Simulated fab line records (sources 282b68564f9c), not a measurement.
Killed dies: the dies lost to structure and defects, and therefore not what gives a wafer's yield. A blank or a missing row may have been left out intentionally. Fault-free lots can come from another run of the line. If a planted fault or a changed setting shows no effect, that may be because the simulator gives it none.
Comparing a struck lot with a sound one ; flow ritCmos ; 21 steps out of a route of 202
Sound: wafers L330.1, L330.4, L330.5. Struck: wafers L343.1, L343.3, L343.6. The cause is given at the end.
Order at every step that has rows: each side's tool, ch and its chambers, its first start. Under that, the readings that differ: sound wafers ; struck wafers ; difference of the means ; sigmas: that difference in standard deviations of wafers without a fault.
alike: readings whose means differ by less than 2 such deviations, and words and numbers that are the same on both sides. not compared: withheld readings, readings that some wafer has no value for, bounds like >300 that may hide the same value, and numbers for which the record gives no deviation and whose values overlap.
Wherever a step has rows on one side only, a row that says differs or no value, or a row with sigmas, the two part there. Non-overlapping numbers with no deviation appear without sigmas and do not part them. A reading missing from all wafers of one side parts the sides only when that side holds two or more wafers.

first, 6 steps without rows for these wafers: RIT_NLDD_HMDS_00 (prime time 60 s); RIT_NLDD_COAT_01 (resist thk 1000 nm); RIT_NLDD_SOFTBAKE_02 (time 60 s); RIT_NLDD_EXPOSE_03 (exposes mask M7, target cd 40700 nm); RIT_NLDD_PEB_04; RIT_NLDD_DEVELOP_05 (develop time 50 s).
RIT_NLDD_OVL_MEAS_06:
  struck on overlay-01, day 6 01:50; sound on overlay-02, day 3 15:10
  alike: NLDD_OVL
then, 2 steps without rows for these wafers: RIT_NLDD_HARDBAKE_07 (time 60 s); RIT_NLDD_IMPLANT_08.
RIT_NLDD_STRIP_09: strips in O2, time 180 s.
  sound on plasmaAsher-02 ch 0, day 3 15:31; struck on plasmaAsher-03 ch 0,1, day 6 02:10
  alike: drypumpMotorCurrentA
  not compared: rfHoursCounterH
RIT_NLDD_TW_MEAS_10:
  struck on filmMetro-03, day 6 02:20; sound on filmMetro-02, day 3 15:41
reading;sound;struck;difference;sigmas
NLDD_TW;2461 2483 2466;2537 2541 2530;+66;+3
then, 1 step without rows for these wafers: RIT_PLDD_HMDS_00 (prime time 60 s).
RIT_PLDD_COAT_01: resist thk 1000 nm.
  sound on lithoTrack-03 ch 0, day 3 15:53; struck on lithoTrack-04 ch 0, day 6 02:33
reading;sound;struck;difference;sigmas
spinSpeedRpm (rpm);3253.2 3252.2 3248.8;3540.2 3535.3 3537.4;+286.2;+99 or more
model.NOVOLAK_of_PLDD_COAT_01.thkNm (nm);997.6 998.3 998.5;962.2 962.9 961.7;-35.9;
  alike: exhaustPa
then, 4 steps without rows for these wafers: RIT_PLDD_SOFTBAKE_02 (time 60 s); RIT_PLDD_EXPOSE_03 (exposes mask M8, target cd 40900 nm); RIT_PLDD_PEB_04; RIT_PLDD_DEVELOP_05 (develop time 50 s).
RIT_PLDD_OVL_MEAS_06:
  struck on overlay-02, day 6 03:22; sound on overlay-02, day 3 16:35
  alike: PLDD_OVL
RIT_PLDD_HARDBAKE_07: time 60 s.
  sound on lithoTrack-04 ch 0, day 3 16:38; struck on lithoTrack-01 ch 0, day 6 03:25
reading;sound;struck;difference;sigmas
exhaustPa (Pa);46.3 46.9 46.8;45.5 44.8 44.3;-1.8;-2
model.NOVOLAK_of_PLDD_COAT_01.thkNm (nm);881.7 882.2 882.4;850.7 851.4 850.2;-31.3;
then, 1 step without rows for these wafers: RIT_PLDD_IMPLANT_08.
RIT_M1_PROBE_99:
  rows exist in the record for the sound wafers here (prober-01, day 4 06:58), none for the struck ones

== WHERE THEY PART ==
Earliest at RIT_NLDD_TW_MEAS_10; latest, in this record, at RIT_M1_PROBE_99.

WHY: what the simulator had put in
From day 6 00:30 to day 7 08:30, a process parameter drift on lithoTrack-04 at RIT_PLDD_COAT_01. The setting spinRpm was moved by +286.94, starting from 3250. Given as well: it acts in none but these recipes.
